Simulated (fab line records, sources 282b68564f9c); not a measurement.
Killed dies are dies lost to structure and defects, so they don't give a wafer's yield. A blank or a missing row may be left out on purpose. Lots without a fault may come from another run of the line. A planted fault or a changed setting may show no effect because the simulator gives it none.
A struck lot beside a sound one | flow rit_cmos | 15 steps out of a route of 202
Sound: wafers L263.1, L263.2, L263.6. Struck: wafers L278.1, L278.2, L278.3. The cause comes at the end.
At each step with rows: each side's tool, then ch and its chambers, then its first start. Under that, the readings that differ: sound wafers | struck wafers | difference of the means | sigmas: that difference in standard deviations of wafers without a fault.
alike: readings whose means differ by less than 2 such deviations, and words and numbers that are the same on both sides. not compared: withheld readings, readings that some wafer has no value for, bounds like >300 that may hide the same value, and numbers for which the record gives no deviation and whose values overlap.
The two part at a step that has a row with sigmas, a row that says differs or no value, or rows on one side only. Numbers that don't overlap but have no deviation are shown without sigmas and don't part them. A reading that every wafer of one side lacks parts them only if that side has two wafers or more.

first, 5 steps without rows for these wafers: RIT_M1_COAT_04 (resist thk 1300 nm); RIT_M1_SOFTBAKE_05 (time 60 s); RIT_M1_EXPOSE_06 (exposes mask M12, target cd 2600 nm); RIT_M1_PEB_07; RIT_M1_DEVELOP_08 (develop time 68 s).
RIT_M1_CD_MEAS_09: target cd 2600 nm.
  sound on cd_sem-01, day 4 20:24; struck on cd_sem-01, day 8 12:33
  alike: cd_nm
RIT_M1_OVL_MEAS_10:
  sound on overlay-01, day 4 20:31; struck on overlay-01, day 8 12:40
  alike: M1_OVL
then, 1 step without rows for these wafers: RIT_M1_HARDBAKE_11 (time 120 s).
RIT_M1_METAL_ETCH_12: etches Al in Cl2/BCl3, stops on SiO2, time 165 s, target depth 600 nm.
  sound on rie_metal-03 ch 0,1, day 4 20:59; struck on rie_metal-03 ch 0,1, day 8 12:58
  alike: bcl3_flow_sccm, drypump_motor_current_A, he_backside_leak_sccm, oes_product_au, throttle_valve_pct
  not compared: rf_hours_counter_h
then, 1 step without rows for these wafers: RIT_M1_STRIP_13 (strips in nmp, time 600 s).
RIT_M1_STRIP_14: strips in O2, time 180 s.
  sound on plasma_asher-01 ch 0,1, day 4 21:19; struck on plasma_asher-01 ch 0,1, day 8 13:17
  alike: drypump_motor_current_A
  not compared: rf_hours_counter_h
RIT_M1_CD_MEAS_90: target cd 2600 nm.
  sound on cd_sem-01, day 4 21:29; struck on cd_sem-02, day 8 13:28
  alike: cd_nm
RIT_M1_ANNEAL_15: time 1800 s.
  sound on furnace-02 ch 0, day 4 21:37; struck on furnace-02 ch 0, day 8 13:35
  reading                   | sound                | struck               | difference | sigmas
  spike_tc_centre_C (C)     | 454.2 452.4 452.9    | 392.4 394.6 391.4    | -60.4      | -61
  spike_tc_load_C (C)       | 471.8 470.6 472.0    | 406.8 408.9 409.2    | -63.2      | -63
  spike_tc_source_C (C)     | 467.4 468.4 468.7    | 406.0 406.4 406.3    | -61.9      | -70
  tube_center_temp_C (C)    | 450 449.96 450.04    | 390 389.97 390.04    | -60        | -99 or more
  tube_center_temp_C_max    | 451.26 451.17 451.22 | 391.32 390.93 391.27 | -60.04     | -99 or more
  zone_power_centre_pct (%) | 15.90 15.98 16.10    | 13.85 13.65 13.71    | -2.26      | -14
  zone_power_load_pct (%)   | 5.71 5.79 5.72       | 4.53 4.43 4.52       | -1.25      | -20
  zone_power_source_pct (%) | 6.22 6.32 6.24       | 4.97 5.03 4.85       | -1.31      | -20
RIT_M1_BOW_MEAS_16:
  sound on film_metro-01, day 4 23:07; struck on film_metro-04, day 8 15:05
  alike: M1_BOW
RIT_M1_PROBE_99:
  sound on prober-01, day 4 23:14; struck on prober-02, day 8 15:13
  alike: defect_limited_yield, killed_at_contacts, killed_at_front_end, killed_dies, killed_open, killed_short, sort_bin_3_pad_short, sort_bin_5_function, sort_bin_6_memory, sort_n_pass, sort_yield_pct

WHERE THEY PART
Only at RIT_M1_ANNEAL_15, within this record. Later steps at which nothing parts them and some readings are alike: RIT_M1_BOW_MEAS_16, RIT_M1_PROBE_99.

WHY: what the simulator had put in
Process parameter drift: furnace-02, from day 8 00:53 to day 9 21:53, at RIT_M1_ANNEAL_15. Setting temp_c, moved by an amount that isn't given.
